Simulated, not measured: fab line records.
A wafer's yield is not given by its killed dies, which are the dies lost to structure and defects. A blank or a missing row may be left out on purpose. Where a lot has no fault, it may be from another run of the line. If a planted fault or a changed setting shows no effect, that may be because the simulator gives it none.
fab line records | flow ritCmos
record lots=14 wafers=42 lastDay=7
route steps=202 shown PRETRO@73 REOX@100 PSD@148 SILICIDE@162 M1@202
lots with no fault: from the same line, run without faults
startH: hours from the record's opening day to when the first of the lot's shown wafers began | waitH: how many hours have passed since the lot's step before this one | " unchanged from the row above | L1.1+2: a row that stands for several wafers | - no value, or no start given | * or withheld: withheld | < > ~ a bound
route shown NAME@n: a module of which the file shows steps, and the number in the route of the first | usual: mean and standard deviation over wafers with no fault | same: alike in all rows | chamber/n: place in a boat | sites: per-site readings | _std_site: how widely they spread, as a standard deviation | _edge_site: the outer-site mean with the inner-site mean subtracted | radiusMm: for every site, how far away it sits from the centre of the wafer | mask NAME#n: copy n | behind: the most recent tool/chamber to have shaped the wafer | hold: reason for holding the lot/hours on hold/outcome of the hold | device: names the non-switching transistor (n, p or np) | end of line: the route-end tests of the same wafers | for a step that has no rows: nothing shown but its recipe | killed: dies that structure and defects cost at the first sort, which is not the same as the wafer's yield | map: dies across one wafer; x = killed, . = not, _ = none there
set.NAME: the setting the step ran with; set.NAME@STEP: the setting that earlier step ran with | model.NAME: the simulator's own value behind a step, which no gauge read
route steps across a sampled set of lots; one table per step, one row per wafer
services: a tool's chamber out of use, with start hour (startH, from the record's first day; less than 0 if before it), hours out, and reason
## steps
# step RIT_PRETRO_STRIP_09
# recipe chemistry=O2 timeS=180 resist=NOVOLAK platenTempC=withheld powerW=500 pressureMtorr=4000 o2FlowSccm=4000
# usual drypumpMotorCurrentA=5.5/0.57
# columns lot.wafer tool chamber startH waitH drypumpMotorCurrentA rfHoursCounterH
L908.4 plasmaAsher-03 0 38.39 0.1 5.8 -
L908.5 " 1 " " 5.5 -
L908.6 " 0 " " 5.8 -
L909.3 plasmaAsher-03 0 44.10 0.1 5.8 -
L909.5 " 1 " " 5.4 -
L909.6 " 0 " " 5.8 -
L910.2 plasmaAsher-02 1 48.34 0.1 5.0 22
L910.4 " 1 " " 4.9 -
L910.5 " 0 " " 6.5 -
L911.1 plasmaAsher-03 0 53.53 0.1 5.8 46
L911.2 " 1 " " 5.5 46
L911.4 " 1 " " 5.5 -
L912.1 plasmaAsher-01 1 58.90 0.1 4.7 33
L912.2 " 0 " " 5.3 33
L912.4 " 1 " " 4.7 -
L913.3 plasmaAsher-02 1 64.73 0.1 4.9 -
L913.5 " 0 " " 6.5 -
L913.6 " 1 " " 4.9 -
L914.3 plasmaAsher-02 1 72.77 0.1 4.9 -
L914.5 " 1 " " 5.0 -
L914.6 " 0 " " 6.5 -
L916.2 plasmaAsher-03 1 80.37 0.1 5.4 49
L916.5 " 0 " " 5.8 -
L916.6 " 1 " " 5.5 -
L917.2 plasmaAsher-01 1 86.02 0.1 4.7 36
L917.3 " 0 " " 5.3 -
L917.4 " 1 " " 4.7 -
L918.1 plasmaAsher-02 1 91.04 0.1 4.9 26
L918.2 " 0 " " 6.5 26
L918.4 " 1 " " 5.0 -
L919.3 plasmaAsher-01 1 95.30 0.1 4.7 -
L919.4 " 0 " " 5.3 -
L919.5 " 0 " " 5.3 -
L926.1 plasmaAsher-03 0 127.97 0.1 5.8 54
L926.2 " 1 " " 5.4 54
L926.6 " 1 " " 5.4 -
L927.2 plasmaAsher-02 1 132.07 0.1 5.0 31
L927.4 " 1 " " 4.9 -
L927.5 " 1 " " 5.0 -
L930.2 plasmaAsher-02 0 148.36 0.1 6.5 33
L930.5 " 1 " " 5.0 -
L930.6 " 0 " " 6.5 -
# step RIT_REOX_CLEAN_02
# recipe chemistry=SC2 mix=3:3:50 timeS=600 tempC=75 dry=n2Spin
# usual runLengthS=627.4/2.9
# columns lot.wafer tool chamber startH waitH runLengthS
L908.4 wetBench-04 0 49.11 0.0 634.5
L908.5 " 0 " " 634.5
L908.6 " 0 " " 634.5
L909.3 wetBench-01 1 50.78 0.0 628.7
L909.5 " 1 " " 628.7
L909.6 " 1 " " 628.7
L910.2 wetBench-03 2 56.98 0.0 626.7
L910.4 " 2 " " 626.7
L910.5 " 2 " " 626.7
L911.1 wetBench-01 1 64.09 0.0 635.4
L911.2 " 1 " " 635.4
L911.4 " 1 " " 635.4
L912.1 wetBench-01 3 67.20 0.0 626.1
L912.2 " 3 " " 626.1
L912.4 " 3 " " 626.1
L913.3 wetBench-01 2 74.57 0.0 627.8
L913.5 " 2 " " 627.8
L913.6 " 2 " " 627.8
L914.3 wetBench-01 0 81.14 0.0 626.6
L914.5 " 0 " " 626.6
L914.6 " 0 " " 626.6
L916.2 wetBench-04 2 88.03 0.0 625.2
L916.5 " 2 " " 625.2
L916.6 " 2 " " 625.2
L917.2 wetBench-04 3 94.47 0.0 624.7
L917.3 " 3 " " 624.7
L917.4 " 3 " " 624.7
L918.1 wetBench-04 0 97.39 0.0 628.4
L918.2 " 0 " " 628.4
L918.4 " 0 " " 628.4
L919.3 wetBench-04 2 103.33 0.0 625.8
L919.4 " 2 " " 625.8
L919.5 " 2 " " 625.8
L926.1 wetBench-01 0 134.75 0.0 512.5
L926.2 " 0 " " 512.5
L926.6 " 0 " " 512.5
L927.2 wetBench-01 3 138.46 0.0 513.1
L927.4 " 3 " " 513.1
L927.5 " 3 " " 513.1
L930.2 wetBench-03 0 158.02 0.0 626.1
L930.5 " 0 " " 626.1
L930.6 " 0 " " 626.1
# step RIT_PSD_OVL_MEAS_06
# usual PSD_OVL=1.2/1.5
# columns lot.wafer tool chamber startH waitH PSD_OVL[nm]
L908.4 overlay-01 - 60.55 - 1.2
L908.5 " - " " 0.4
L908.6 " - " " 0.5
L909.3 overlay-01 - 63.85 - -0.8
L909.5 " - " " 1.1
L909.6 " - " " 1.0
L910.2 overlay-01 - 70.29 - 1.9
L910.4 " - " " 3.3
L910.5 " - " " 1.4
L911.1 overlay-01 - 74.86 - 0.0
L911.2 " - " " 0.3
L911.4 " - " " -1.4
L912.1 overlay-01 - 79.66 - 1.9
L912.2 " - " " 2.7
L912.4 " - " " 3.9
L913.3 overlay-01 - 86.12 - 0.4
L913.5 " - " " 1.4
L913.6 " - " " 0.4
L914.3 overlay-01 - 92.78 - -0.8
L914.5 " - " " -1.0
L914.6 " - " " -0.4
L916.2 overlay-02 - 100.11 - 1.0
L916.5 " - " " 0.0
L916.6 " - " " 4.4
L917.2 overlay-02 - 106.30 - 0.9
L917.3 " - " " 1.9
L917.4 " - " " 1.9
L918.1 overlay-02 - 109.42 - 1.1
L918.2 " - " " 2.5
L918.4 " - " " 1.9
L919.3 overlay-01 - 114.23 - 2.4
L919.4 " - " " 1.7
L919.5 " - " " 0.6
L926.1 overlay-01 - 146.60 - 2.5
L926.2 " - " " 2.8
L926.6 " - " " 3.6
L927.2 overlay-01 - 150.27 - 0.8
L927.4 " - " " 1.3
L927.5 " - " " 1.3
L930.2 overlay-02 - 168.67 - 1.5
L930.5 " - " " 3.0
L930.6 " - " " -0.2
# step RIT_SILICIDE_SPUTTER_01
# recipe material=Ti targetThkNm=30 powerW=350 chamberPressurePa=0.667 gas=Ar timeS=240 substrateTempC=25
# usual throttleValvePct=30.1/1
# columns lot.wafer tool chamber startH waitH throttleValvePct
L908.4 pvdSputter-01 - 62.21 0.0 29.8
L908.5 " - " " 29.6
L908.6 " - " " 30.4
L909.3 pvdSputter-03 - 65.52 0.0 29.2
L909.5 " - " " 32.2
L909.6 " - " " 29.2
L910.2 pvdSputter-01 - 71.77 0.0 29.6
L910.4 " - " " 29.3
L910.5 " - " " 29.4
L911.1 pvdSputter-03 - 76.35 0.0 32.1
L911.2 " - " " 29.0
L911.4 " - " " 31.2
L912.1 pvdSputter-01 - 81.16 0.0 30.1
L912.2 " - " " 29.7
L912.4 " - " " 29.3
L913.3 pvdSputter-03 - 87.59 0.0 29.2
L913.5 " - " " 29.0
L913.6 " - " " 31.4
L914.3 pvdSputter-01 - 94.29 0.0 29.6
L914.5 " - " " 29.3
L914.6 " - " " 30.0
L916.2 pvdSputter-01 - 101.60 0.0 29.1
L916.5 " - " " 29.6
L916.6 " - " " 29.6
L917.2 pvdSputter-03 - 107.80 0.0 29.0
L917.3 " - " " 31.4
L917.4 " - " " 31.9
L918.1 pvdSputter-01 - 110.91 0.0 29.5
L918.2 " - " " 29.5
L918.4 " - " " 30.3
L919.3 pvdSputter-03 - 115.71 0.0 29.3
L919.4 " - " " 28.8
L919.5 " - " " 29.2
L926.1 pvdSputter-04 - 148.09 0.0 31.6
L926.2 " - " " 29.9
L926.6 " - " " 30.2
L927.2 pvdSputter-03 - 151.75 0.0 32.0
L927.4 " - " " 29.2
L927.5 " - " " 29.1
L930.2 pvdSputter-03 - 170.15 0.0 29.3
L930.5 " - " " 29.0
L930.6 " - " " 31.4
# step RIT_M1_PROBE_99
# usual killedAtContacts=0.0/0.22 killedAtFrontEnd=6.6/3 killedDies=6.6/3 killedOpen=3.4/2 killedShort=3.2/2
# same grossDies=264 killed_at_M0_to_M3=0 killed_at_M4_up=0 killedAtBackSide=0 killedAtOther=0
# columns lot.wafer tool chamber startH waitH killedAtContacts killedAtFrontEnd killedDies killedOpen killedShort
L926.1 prober-01 - 154.95 0.1 0 8 8 3 5
L926.2 prober-01 - 155.00 0.1 1 4 5 1 4
L926.6 prober-01 - 155.20 0.2 1 3 4 2 2
# killed by level:class
L926.1 GATE:geometricParticle:short=3 FOX1:geometricParticle:open=2 FOX1:geometricParticle:short=1 FOX2:geometricParticle:short=1 GATE:geometricParticle:open=1
L926.2 SPACER:geometricParticle:short=2 REOX:geometricParticle:open=1 SILICIDE:geometricParticle:short=1 CONTACT:geometricParticle:short=1
L926.6 GATE:geometricParticle:open=2 GATE:geometricParticle:short=1 CONTACT:geometricParticle:short=1
## services
# columns tool chamber startH hours kind
plasmaAsher-03 - 27.69 0.9 repair
plasmaAsher-01 - 38.42 0.3 repair
pvdSputter-01 - 46.88 2.0 repair
pvdSputter-04 - 72.00 0.6 repair
wetBench-01 - 96.57 1.0 repair
plasmaAsher-01 - 108.75 9.0 pm
plasmaAsher-01 0 108.75 9.0 ventCycle
plasmaAsher-01 1 108.75 9.0 ventCycle
plasmaAsher-01 0 117.75 - clean
plasmaAsher-01 1 117.75 - clean
plasmaAsher-03 - 141.43 21.2 repair
pvdSputter-04 - 142.90 2.7 repair
plasmaAsher-02 - 157.25 4.0 repair
wetBench-01 - 169.60 1.9 pm
## key
firstSign step=RIT_REOX_CLEAN_02 reading=runLengthS direction=down sigmas=40 usual=* struck=*
effect none on later readings
metAt RIT_REOX_CLEAN_02
struckLots L926,L927
testerLeftOut L926,L927
notActingAt RIT_PRETRO_STRIP_09,RIT_PSD_OVL_MEAS_06,RIT_SILICIDE_SPUTTER_01
onsetBetween 81.14 134.75
fault kind=processParameterDrift tool=wetBench-01 chamber=- onsetH=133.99 steps=RIT_REOX_CLEAN_02 channel=timeS offset=* shape=step endH=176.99 actsIn=* stated=*
# testerLeftOut: of these lots the tester's yield and bins aren't shown, on N5 and GAA mostly nor the transistor test; their killed dies are dies lost to structure and defects alone, not to doping, threshold or leakage, so they don't give the yield
